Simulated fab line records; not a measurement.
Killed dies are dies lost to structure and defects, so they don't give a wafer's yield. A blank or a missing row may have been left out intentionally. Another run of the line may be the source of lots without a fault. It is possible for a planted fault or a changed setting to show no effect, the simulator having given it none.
Chamber matching || flow berkeley-cmos170 || rie-diel-03 running UCB170_GATE_ETCH_14: 4 sister chambers
The step etches BARC in N2/H2. 4 wafers are shown with their chamber, then 7 later ones without.

EACH WAFER AND ITS CHAMBER
{"wafer": "L176.5", "chamber": 0, "throttle-valve-pct (%)": 13.45}
{"wafer": "L181.4", "chamber": 2, "throttle-valve-pct (%)": 13.17}
{"wafer": "L181.5", "chamber": 1, "throttle-valve-pct (%)": 13.15}
{"wafer": "L188.5", "chamber": 3, "throttle-valve-pct (%)": 13.67}

WAFERS WITHOUT THEIR CHAMBER
{"wafer": "L188.6", "throttle-valve-pct (%)": 13.14}
{"wafer": "L190.1", "throttle-valve-pct (%)": 13.47}
{"wafer": "L190.3", "throttle-valve-pct (%)": 13.66}
{"wafer": "L190.6", "throttle-valve-pct (%)": 13.15}
{"wafer": "L194.1", "throttle-valve-pct (%)": 13.14}
{"wafer": "L194.2", "throttle-valve-pct (%)": 13.14}
{"wafer": "L194.4", "throttle-valve-pct (%)": 13.68}

WHICH CHAMBER EACH WENT THROUGH
{"wafer": "L188.6", "from the rows above": "can't be placed: 1 or 2", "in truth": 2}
{"wafer": "L190.1", "from the rows above": 0, "in truth": 0}
{"wafer": "L190.3", "from the rows above": 3, "in truth": 3}
{"wafer": "L190.6", "from the rows above": "can't be placed: 1 or 2", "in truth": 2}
{"wafer": "L194.1", "from the rows above": "can't be placed: 1 or 2", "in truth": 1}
{"wafer": "L194.2", "from the rows above": "can't be placed: 1 or 2", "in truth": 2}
{"wafer": "L194.4", "from the rows above": 3, "in truth": 3}
Placed correctly: 3 of 7. Can't be placed from these rows: 4 (the true chamber is among the candidates in 4). 0 placed wrongly.
How it was worked out, from the rows above alone: a wafer's distance from a chamber is the root of the sum, over the readings, of the square of ((its reading less the chamber's mean) divided by the reading's scatter). The wafer belongs to the nearest chamber; if the next one is less than 2 further off, it can't be placed. For every chamber, the mean is computed from those of its wafers that are shown. The scatter (one wafer shown for each chamber): square how far every hidden wafer sits from the nearest shown wafer, average those squares and take the square root.
